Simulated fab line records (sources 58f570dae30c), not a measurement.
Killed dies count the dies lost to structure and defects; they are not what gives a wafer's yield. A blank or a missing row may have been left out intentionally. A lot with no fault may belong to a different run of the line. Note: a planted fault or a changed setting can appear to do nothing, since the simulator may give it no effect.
fab line records	flow berkeley-cmos170
record: lots: 14	wafers: 42	last-day: 12
route steps=331 shown PWELL@34 FIELD@96 V1@258 M2@286
lots with no fault: from the same line, run without faults
start-h: the number of hours between the record's first day and the start of the first shown wafer of the lot	wait-h: time in hours since the lot's previous step	" the same as in the row above	L1.1+2: a row that stands for several wafers	- no value present, or no start provided	* or withheld: withheld	< > ~ a bound
route shown NAME@n: names a module that has steps shown in the file, with the first one's number in the route	usual: mean and standard deviation over wafers with no fault	same: alike in all rows	chamber/n: place in a boat	sites: the reading at each site	_std_site: standard deviation of those values	_edge_site: mean of outer sites minus mean of inner sites	radius-mm: how far each site lies from the wafer's centre	mask NAME#n: copy n	behind: the last tool/chamber to shape the wafer	hold: why the lot was held/for how many hours/how that ended	device: the n, p or np transistor that did not switch	end of line: tests run on the same wafers once the route is complete	a step given without rows: its recipe and nothing more	killed: not the wafer's yield, but the dies lost to structure and defects at the first sort	map: dies across one wafer; x = killed, . = not, _ = none there
set.NAME: the setting as run; set.NAME@STEP: as run at that earlier step	model.NAME: the simulator's own value behind a step, which no gauge read
steps of the route over a sample of lots; a table a step, a row a wafer
services: the hour from which a tool's chamber was out of use, counted from the record's first day as start-h (under 0 if before that day), plus the number of hours and why
== steps ==
step: UCB170_PWELL_CLEAN_00
recipe: chemistry: SPM	temp-c: 120	time-s: 600
usual: bath-guard-temp-C: 119.9/0.45	bath-heat-duty-pct: 13.1/1.3
lot.wafer	tool	chamber	start-h	wait-h	bath-guard-temp-C	bath-heat-duty-pct
L449.2	wet-bench-03	3	34.75	0.0	119.7	12.1
L449.4	"	3	"	"	119.4	13.3
L449.6	"	3	"	"	119.6	12.0
L450.2	wet-bench-02	0	38.89	0.0	120.6	12.1
L450.3	"	0	"	"	120.5	12.2
L450.5	"	0	"	"	120.7	12.7
L451.2	wet-bench-02	2	38.89	0.0	119.8	12.2
L451.3	"	2	"	"	119.7	11.4
L451.5	"	2	"	"	119.7	11.6
L453.1	wet-bench-02	3	52.47	0.1	120.3	13.5
L453.2	"	3	"	"	120.1	15.1
L453.3	"	3	"	"	120.1	16.2
L457.1	wet-bench-03	1	79.93	0.0	119.8	10.3
L457.4	"	1	"	"	119.8	11.7
L457.6	"	1	"	"	119.9	12.5
L459.1	wet-bench-04	1	84.83	0.0	120.3	12.9
L459.3	"	1	"	"	119.6	12.2
L459.6	"	1	"	"	119.7	12.8
L460.1	wet-bench-04	2	95.13	0.0	119.7	13.1
L460.2	"	2	"	"	119.4	14.5
L460.3	"	2	"	"	119.5	14.7
L461.1	wet-bench-04	2	95.13	0.0	119.7	13.9
L461.2	"	2	"	"	119.8	12.4
L461.5	"	2	"	"	119.6	13.0
L462.1	wet-bench-03	3	102.53	0.0	119.6	12.6
L462.3	"	3	"	"	119.6	12.0
L462.4	"	3	"	"	119.8	13.8
L464.1	wet-bench-04	2	108.25	0.0	119.9	12.9
L464.2	"	2	"	"	119.8	13.2
L464.3	"	2	"	"	119.6	14.1
L469.2	wet-bench-03	0	135.32	0.0	-	-
L469.3	"	0	"	"	-	-
L469.6	"	0	"	"	-	-
L470.2	wet-bench-04	1	141.44	0.0	-	-
L470.3	"	1	"	"	-	-
L470.6	"	1	"	"	-	-
L471.2	wet-bench-02	0	148.00	0.0	120.5	11.2
L471.3	"	0	"	"	120.4	12.5
L471.4	"	0	"	"	120.9	12.2
L472.3	wet-bench-02	1	153.64	0.1	120.0	13.4
L472.4	"	1	"	"	120.3	12.0
L472.5	"	1	"	"	120.3	13.7
step: UCB170_FIELD_THK_MEAS_90
recipe: reads: SiO2_of_FIELD_OXIDATION_01
usual: FIELD_OXIDE_LEFT_1_THK: 441/12
lot.wafer	tool	chamber	start-h	wait-h	FIELD_OXIDE_LEFT_1_THK[nm]
L449.2	film-metro-03	-	94.30	0.0	461
L449.4	"	-	"	"	458
L449.6	"	-	"	"	459
L450.2	film-metro-02	-	94.30	0.0	453
L450.3	"	-	"	"	457
L450.5	"	-	"	"	458
L451.2	film-metro-04	-	94.30	0.0	459
L451.3	"	-	"	"	447
L451.5	"	-	"	"	449
L453.1	film-metro-02	-	105.88	0.0	424
L453.2	"	-	"	"	442
L453.3	"	-	"	"	432
L457.1	film-metro-03	-	136.34	0.0	436
L457.4	"	-	"	"	438
L457.6	"	-	"	"	429
L459.1	film-metro-03	-	138.72	0.0	425
L459.3	"	-	"	"	428
L459.6	"	-	"	"	429
L460.1	film-metro-04	-	153.64	0.0	448
L460.2	"	-	"	"	439
L460.3	"	-	"	"	442
L461.1	film-metro-02	-	153.64	0.0	459
L461.2	"	-	"	"	462
L461.5	"	-	"	"	465
L462.1	film-metro-03	-	158.83	0.0	455
L462.3	"	-	"	"	457
L462.4	"	-	"	"	460
L464.1	film-metro-04	-	161.73	0.0	435
L464.2	"	-	"	"	446
L464.3	"	-	"	"	445
L469.2	film-metro-03	-	194.37	0.0	448
L469.3	"	-	"	"	444
L469.6	"	-	"	"	451
L470.2	film-metro-04	-	203.02	0.0	432
L470.3	"	-	"	"	436
L470.6	"	-	"	"	428
L471.2	film-metro-03	-	203.02	0.0	430
L471.3	"	-	"	"	430
L471.4	"	-	"	"	421
L472.3	film-metro-04	-	210.01	0.0	433
L472.4	"	-	"	"	425
L472.5	"	-	"	"	428
step: UCB170_V1_THK_MEAS_04
recipe: reads: SiO2_of_V1_CVD_00
usual: V1_POLISHED_THK: 1000.2/1.2
lot.wafer	tool	chamber	start-h	wait-h	V1_POLISHED_THK[nm]
L449.2	film-metro-01	-	148.18	0.1	997.6
L449.4	"	-	"	"	1000.6
L449.6	"	-	"	"	1000.0
L451.2	film-metro-02	-	148.18	0.1	999.0
L451.3	"	-	"	"	998.7
L451.5	"	-	"	"	999.2
L450.2	film-metro-02	-	148.48	0.1	997.6
L450.3	"	-	"	"	999.1
L450.5	"	-	"	"	998.2
L453.1	film-metro-03	-	164.45	0.1	999.9
L453.2	"	-	"	"	999.6
L453.3	"	-	"	"	1001.2
L459.1	film-metro-03	-	200.68	0.1	1001.4
L459.3	"	-	"	"	998.9
L459.6	"	-	"	"	999.3
L457.1	film-metro-01	-	200.96	0.1	1001.1
L457.4	"	-	"	"	1001.1
L457.6	"	-	"	"	1001.3
L461.1	film-metro-01	-	209.82	0.1	1001.6
L461.2	"	-	"	"	1000.1
L461.5	"	-	"	"	1000.4
L460.1	film-metro-02	-	209.90	0.1	1000.5
L460.2	"	-	"	"	1001.7
L460.3	"	-	"	"	1000.2
L464.1	film-metro-01	-	217.82	0.1	1000.1
L464.2	"	-	"	"	999.6
L464.3	"	-	"	"	999.6
L462.1	film-metro-02	-	225.35	0.1	999.8
L462.3	"	-	"	"	998.7
L462.4	"	-	"	"	1000.8
L469.2	film-metro-02	-	254.77	0.1	1001.5
L469.3	"	-	"	"	1001.2
L469.6	"	-	"	"	999.2
L470.2	film-metro-02	-	265.21	0.1	1000.5
L470.3	"	-	"	"	1000.2
L470.6	"	-	"	"	999.4
L471.2	film-metro-03	-	265.21	0.1	999.1
L471.3	"	-	"	"	998.9
L471.4	"	-	"	"	1000.3
L472.3	film-metro-02	-	278.13	0.1	1001.0
L472.4	"	-	"	"	1002.1
L472.5	"	-	"	"	998.7
step: UCB170_M2_CD_MEAS_15
recipe: target-cd-nm: 700
usual: cd-nm: 699.5/1.6
lot.wafer	tool	chamber	start-h	wait-h	cd-nm
L449.2	cd-sem-01	-	152.30	-	697.2
L449.4	"	-	"	"	699.1
L449.6	"	-	"	"	698.6
L451.2	cd-sem-02	-	152.49	-	696.4
L451.3	"	-	"	"	696.6
L451.5	"	-	"	"	698.0
L450.2	cd-sem-01	-	152.83	-	700.8
L450.3	"	-	"	"	701.5
L450.5	"	-	"	"	702.6
L453.1	cd-sem-02	-	167.99	-	700.9
L453.2	"	-	"	"	700.4
L453.3	"	-	"	"	700.0
L457.1	cd-sem-01	-	207.48	-	699.3
L457.4	"	-	"	"	699.3
L457.6	"	-	"	"	698.3
L459.1	cd-sem-02	-	209.33	-	701.3
L459.3	"	-	"	"	700.1
L459.6	"	-	"	"	701.9
L460.1	cd-sem-01	-	214.85	-	700.0
L460.2	"	-	"	"	700.8
L460.3	"	-	"	"	701.6
L461.1	cd-sem-02	-	215.13	-	700.1
L461.2	"	-	"	"	699.9
L461.5	"	-	"	"	699.7
L464.1	cd-sem-02	-	221.35	-	699.9
L464.2	"	-	"	"	700.7
L464.3	"	-	"	"	700.5
L462.1	cd-sem-02	-	229.48	-	699.1
L462.3	"	-	"	"	699.8
L462.4	"	-	"	"	699.6
L469.2	cd-sem-02	-	258.35	-	699.9
L469.3	"	-	"	"	699.3
L469.6	"	-	"	"	699.3
L470.2	cd-sem-02	-	272.40	-	698.1
L470.3	"	-	"	"	698.2
L470.6	"	-	"	"	698.5
L471.2	cd-sem-02	-	272.52	-	698.2
L471.3	"	-	"	"	699.1
L471.4	"	-	"	"	699.1
L472.3	cd-sem-01	-	282.07	-	696.6
L472.4	"	-	"	"	698.9
L472.5	"	-	"	"	696.7
== services ==
tool	chamber	start-h	hours	kind
wet-bench-04	-	85.59	1.3	repair
wet-bench-02	-	89.57	2.8	repair
== key ==
first-sign: step: UCB170_PWELL_CLEAN_00	reading: tool-record	direction: missing
effect none on later readings
met-at UCB170_PWELL_CLEAN_00
struck-lots L469,L470
tester-left-out L469,L470
not-acting-at UCB170_FIELD_THK_MEAS_90,UCB170_V1_THK_MEAS_04,UCB170_M2_CD_MEAS_15
onset-between 108.25 135.32
fault: kind: skipped-step-whole	tool: wet-bench-03,wet-bench-04	chamber: -	onset-h: 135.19	steps: UCB170_PWELL_CLEAN_00	scope: struck-lots-only
tester-left-out: of these lots the tester's yield and bins aren't shown, on N5 and GAA mostly nor the transistor test; their killed dies are dies lost to structure and defects alone, not to doping, threshold or leakage, so they don't give the yield
